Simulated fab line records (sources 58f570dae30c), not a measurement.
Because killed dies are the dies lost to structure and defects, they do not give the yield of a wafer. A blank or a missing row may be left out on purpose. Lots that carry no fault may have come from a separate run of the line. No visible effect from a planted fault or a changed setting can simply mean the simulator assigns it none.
The tool behind it: which one? | flow berkeleyCmos170 | 14 lots, 42 wafers sampled, at 3 steps of a route of 331

WHAT THE GAUGES READ, wafer by wafer
UCB170_M2_RS_MEAS_02: the measuring method here is four-point-probe. Usual: M2_AL_RS gives 0.03276 ohm/sq (standard deviation 0.00026).
lot  | measured     | on           | M2_AL_RS (ohm/sq)       | flag
L587 | day 7 19:04  | filmMetro-02 | 0.03293 0.03287 0.03302 | 
L589 | day 8 05:20  | filmMetro-03 | 0.03302 0.03299 0.033   | 
L590 | day 8 14:17  | filmMetro-01 | 0.03278 0.03286 0.03287 | 
L592 | day 8 14:31  | filmMetro-02 | 0.0325 0.03227 0.03211  | 
L593 | day 8 14:20  | filmMetro-03 | 0.03227 0.03246 0.0325  | 
L594 | day 8 14:11  | filmMetro-02 | 0.03271 0.03271 0.03272 | 
L596 | day 9 13:30  | filmMetro-02 | 0.03261 0.03281 0.03267 | 
L597 | day 9 13:38  | filmMetro-03 | 0.03263 0.03256 0.03258 | 
L598 | day 9 18:18  | filmMetro-03 | 0.03291 0.03302 0.03283 | 
L599 | day 9 18:47  | filmMetro-01 | 0.0328 0.03275 0.03268  | 
L601 | day 10 04:51 | filmMetro-02 | 0.03232 0.03243 0.03281 | 
L604 | day 11 05:11 | filmMetro-02 | 0.03297 0.03316 0.03322 | 
L606 | day 11 18:59 | filmMetro-01 | 0.03276 0.0328 0.03284  | 
L608 | day 11 19:14 | filmMetro-02 | 0.03248 0.03256 0.03248 | 

UCB170_V2_CD_MEAS_12 targets a cd of 700 nm. Usual: 699.7 nm for cdNm, sd 1.4.
lot  | measured     | on       | cdNm (nm)         | flag
L587 | day 7 23:28  | cdSem-01 | 697.4 696.6 696.6 | 
L589 | day 8 10:11  | cdSem-02 | 700.9 701.3 701.0 | 
L590 | day 8 20:46  | cdSem-01 | 695.1 696.9 698.0 | 
L592 | day 8 21:15  | cdSem-01 | 698.4 699.8 699.0 | 
L593 | day 8 21:01  | cdSem-01 | 698.9 699.7 698.8 | 
L594 | day 8 20:31  | cdSem-01 | 700.7 702.0 701.5 | 
L596 | day 9 18:15  | cdSem-02 | 698.6 700.1 699.3 | 
L597 | day 9 18:47  | cdSem-01 | 698.2 699.2 698.8 | 
L598 | day 10 01:25 | cdSem-01 | 699.4 700.6 699.5 | 
L599 | day 10 01:39 | cdSem-02 | 699.4 699.5 700.1 | 
L601 | day 10 10:59 | cdSem-01 | 701.4 701.0 700.4 | 
L604 | day 11 09:41 | cdSem-01 | 699.2 699.4 699.1 | 
L606 | day 12 00:22 | cdSem-02 | 702.3 701.0 702.8 | 
L608 | day 12 00:35 | cdSem-02 | 700.3 699.2 699.4 | 

EACH LOT AND THE TOOL THAT RAN IT (in order: tool; ch and the chambers of the sampled wafers; start)
lot  | UCB170_NWELL_CVD_04
L587 | lpcvd-02 ch 0, day 2 01:31
L589 | lpcvd-02 ch 0, day 2 14:01
L590 | lpcvd-02 ch 1, day 2 19:17
L592 | lpcvd-02 ch 0, day 3 05:15
L593 | lpcvd-01 ch 1, day 3 06:56
L594 | lpcvd-01 ch 0, day 3 12:26
L596 | lpcvd-02 ch 0, day 4 08:55
L597 | lpcvd-02 ch 0, day 4 08:55
L598 | lpcvd-01 ch 0, day 4 17:14
L599 | lpcvd-01 ch 1, day 4 17:14
L601 | lpcvd-01 ch 1, day 5 02:49
L604 | lpcvd-01 ch 1, day 5 21:07
L606 | lpcvd-02 ch 1, day 6 09:20
L608 | lpcvd-02 ch 1, day 6 11:59
- UCB170_NWELL_CVD_04: deposits Si3N4 from SiH2Cl2/NH3, target thk 224 nm, time 3360 s.

AS READ BY THE TOOLS THEMSELVES (means over the sampled wafers that have a number; for cases with no such wafer, the mark the record gives instead)
The record holds no such reading with a usual standard deviation.

THE ANSWER, worked out from the rows above alone
Rule: lot off if the mean of its wafers having a number is beyond 3 standard deviations from the usual mean. A lot without any number at a reading at which 4 lots or more have one is off too. The other lots that the step has rows for count as sound. Order of review: gauges by route order, followed by the tools' own readings, for which a lot's mean as printed above is used. The first step at which some lot is off is used, and at that step the reading that is off furthest; a lot without a number counts as furthest.
No lot is off at any reading shown: from this, nothing can be told.

WHAT THE SIMULATOR PUT IN
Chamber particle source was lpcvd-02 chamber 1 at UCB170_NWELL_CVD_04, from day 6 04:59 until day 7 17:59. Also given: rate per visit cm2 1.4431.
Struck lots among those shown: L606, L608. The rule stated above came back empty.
